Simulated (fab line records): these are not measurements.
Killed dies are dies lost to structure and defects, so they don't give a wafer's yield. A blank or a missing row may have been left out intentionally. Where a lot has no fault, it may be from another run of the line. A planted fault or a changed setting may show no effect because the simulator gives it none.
Which tool was responsible? :: flow rit-cmos :: 15 lots (45 wafers sampled), 1 step of a 202-step route

== WHAT THE GAUGES READ, wafer by wafer ==
Not one reading of a measure or inspect step in the record can be checked against a usual standard deviation.

== WHICH TOOL RAN EACH LOT (tool, then ch and the chambers of the sampled wafers, then the start) ==
lot: L860
RIT_ACTIVE_DEVELOP_10: litho-track-02 ch 0, day 1 15:00

lot: L861
RIT_ACTIVE_DEVELOP_10: litho-track-03 ch 0, day 1 19:00

lot: L862
RIT_ACTIVE_DEVELOP_10: litho-track-04 ch 0, day 2 00:00

lot: L863
RIT_ACTIVE_DEVELOP_10: litho-track-02 ch 0, day 2 05:00

lot: L865
RIT_ACTIVE_DEVELOP_10: litho-track-02 ch 0, day 2 16:00

lot: L868
RIT_ACTIVE_DEVELOP_10: litho-track-03 ch 0, day 3 06:00

lot: L869
RIT_ACTIVE_DEVELOP_10: litho-track-03 ch 0, day 3 13:00

lot: L872
RIT_ACTIVE_DEVELOP_10: litho-track-02 ch 0, day 4 03:00

lot: L873
RIT_ACTIVE_DEVELOP_10: litho-track-02, day 4 09:00

lot: L874
RIT_ACTIVE_DEVELOP_10: litho-track-03, day 4 13:00

lot: L875
RIT_ACTIVE_DEVELOP_10: litho-track-02, day 4 18:00

lot: L878
RIT_ACTIVE_DEVELOP_10: litho-track-02 ch 0, day 5 11:00

lot: L881
RIT_ACTIVE_DEVELOP_10: litho-track-04 ch 0, day 5 23:00

lot: L882
RIT_ACTIVE_DEVELOP_10: litho-track-03 ch 0, day 6 06:00

lot: L883
RIT_ACTIVE_DEVELOP_10: litho-track-04 ch 0, day 6 10:00
- RIT_ACTIVE_DEVELOP_10: develop time 50 s.

== AS READ BY THE TOOLS THEMSELVES (means over the sampled wafers that have a number; for cases with no such wafer, the mark the record gives instead) ==
RIT_ACTIVE_DEVELOP_10.
lot: L860
tool: litho-track-02
chill-plate-temp-C (C): 23.00

lot: L861
tool: litho-track-03
chill-plate-temp-C (C): 22.94

lot: L862
tool: litho-track-04
chill-plate-temp-C (C): 22.96

lot: L863
tool: litho-track-02
chill-plate-temp-C (C): 23.15

lot: L865
tool: litho-track-02
chill-plate-temp-C (C): 22.93

lot: L868
tool: litho-track-03
chill-plate-temp-C (C): 23.03

lot: L869
tool: litho-track-03
chill-plate-temp-C (C): 22.90

lot: L872
tool: litho-track-02
chill-plate-temp-C (C): 23.01

lot: L873
tool: litho-track-02
chill-plate-temp-C (C): -

lot: L874
tool: litho-track-03
chill-plate-temp-C (C): -

lot: L875
tool: litho-track-02
chill-plate-temp-C (C): -

lot: L878
tool: litho-track-02
chill-plate-temp-C (C): 23.05

lot: L881
tool: litho-track-04
chill-plate-temp-C (C): 23.06

lot: L882
tool: litho-track-03
chill-plate-temp-C (C): 22.97

lot: L883
tool: litho-track-04
chill-plate-temp-C (C): 23.03

== THE ANSWER, worked out from the rows above alone ==
Rule: usual is defined by the lots themselves. The widest of any qualifying gaps counts: lots, ordered by their means at a reading, are off when they make up no more than a third of the lots, leave a main group of 4 or more, and stand apart from it by 3 or more times the standard deviation of that group's means. A main group whose means are all the same, to the digits that the tables above print for the reading, isn't used. Also off: a lot with no number at a reading for which 4 or more lots have one. Any other lot the step has rows for is counted as sound. The gauges are gone through in route order, then the tools' own readings, and for those a lot's mean is taken as printed above. The first step at which some lot is off is used, and at that step the reading that is off furthest; a lot without a number counts as furthest.
Off: L873, L874, L875, at RIT_ACTIVE_DEVELOP_10 (chill-plate-temp-C). Without a number there: L873, L874, L875. The main group has a mean of 23.00 C with a standard deviation of 0.065.
If a tool, at that step or one of the process steps before it, ran each lot that is off and ran no sound lot following the first of them, it fits. None of those tried fits.

== WHAT THE SIMULATOR HAD INSERTED ==
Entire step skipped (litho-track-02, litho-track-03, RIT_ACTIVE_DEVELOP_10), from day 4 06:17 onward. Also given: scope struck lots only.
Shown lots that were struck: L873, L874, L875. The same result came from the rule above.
